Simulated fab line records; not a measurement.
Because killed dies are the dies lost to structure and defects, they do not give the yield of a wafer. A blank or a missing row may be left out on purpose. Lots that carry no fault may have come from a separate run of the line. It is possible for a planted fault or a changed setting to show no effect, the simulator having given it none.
8D (eight disciplines) problem report, filled in by code    flow rit-cmos    the parts of the form that need people (team, actions taken, sign-off) are left out

1. THE PROBLEM
SILICIDE_TI_RS at RIT_SILICIDE_RS_MEAS_02 reads a mean of 37.4 ohm/sq on 1 wafer of 1 lot; wafers without a fault read 47.6 ohm/sq with a standard deviation of 0.63. That puts it -16 standard deviations away from the usual mean.
The step: measures by four-point-probe.
First observed at day 7 11:59: wafer L339.5, on film-metro-02. Wafers with a number at this step in the record: 39, from 13 lots. Rule for "out" (also "out of limits"): further than 4 standard deviations from the usual mean. Any other wafer with a number is counted as sound.

2. WHAT IT IS AND WHAT IT IS NOT
question                     is                is not
which readings at this step  SILICIDE_TI_RS    -
which lots                   L339              L321, L322, L323, L324, L325, L328, L329, L330, L331, L335, L337, L342
which wafers of those lots   L339.5            L339.1, L339.3
read on which gauges         film-metro-02     film-metro-03, film-metro-04
when                         from day 7 11:59  up to then (35 sound wafers); but 3 sound wafers of L342 came after

3. WHAT RULES OUT EACH SUSPECT
Counting: if a tool at a process step up to the reading ran every lot that is out, it stays a suspect. Sound lots after the first of them don't rule it out here, since some wafers of a struck lot are sound.
- the gauge at RIT_SILICIDE_RS_MEAS_02: kept. All the wafers that are out were read on film-metro-02, and no step on other tools shows them out.
- pvd-sputter-04 at RIT_SILICIDE_SPUTTER_01 (material Ti, target thk 30 nm, time 240 s): kept. The lot that is out, L339, ran on it at day 7 11:50; the last sound lot it ran before that was L337, at day 7 04:09.
After counting, pvd-sputter-04 at RIT_SILICIDE_SPUTTER_01 and film-metro-02 at RIT_SILICIDE_RS_MEAS_02 remain.

4. THE CAUSE (what the simulator had put in)
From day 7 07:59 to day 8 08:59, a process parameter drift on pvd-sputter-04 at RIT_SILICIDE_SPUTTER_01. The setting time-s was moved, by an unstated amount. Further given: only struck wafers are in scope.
Of the 2 suspects that counting leaves, this tool is one.

5. SEQUENCE OF EFFECTS, ordered by route
Each row: a reading where the mean over the struck wafers with a number is more than 3 standard deviations away from the usual. Only readings whose record carries a usual standard deviation are examined. hours: median over the lots of the time between each lot's start at the first step of this table that gives one and its start at this step. sigmas: the change, counted in usual standard deviations.
hours  step                      reading          usual        on struck wafers  change  sigmas
0      RIT_SILICIDE_RS_MEAS_02   SILICIDE_TI_RS   47.6 ohm/sq  37.4              -10.2   -16
3      RIT_SILICIDE_THK_MEAS_03  SILICIDE_TI_THK  30.2 nm      36.6              +6.4    +18

6. WHAT WOULD HAVE CAUGHT IT SOONER
In this record the first reading out of limits at a measuring or inspecting step was taken at day 7 11:59, 4 hours after the fault began at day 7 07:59.
An alarm limit of 4 standard deviations would not have fired on the tool readings at RIT_SILICIDE_SPUTTER_01 for which the record gives a usual standard deviation, since none of them was out on any struck wafer.
Each of the lots that are out, 1 in all, had begun RIT_SILICIDE_SPUTTER_01 on pvd-sputter-04 no later than day 7 11:59. Tool hold at that time: it would have spared none of them.
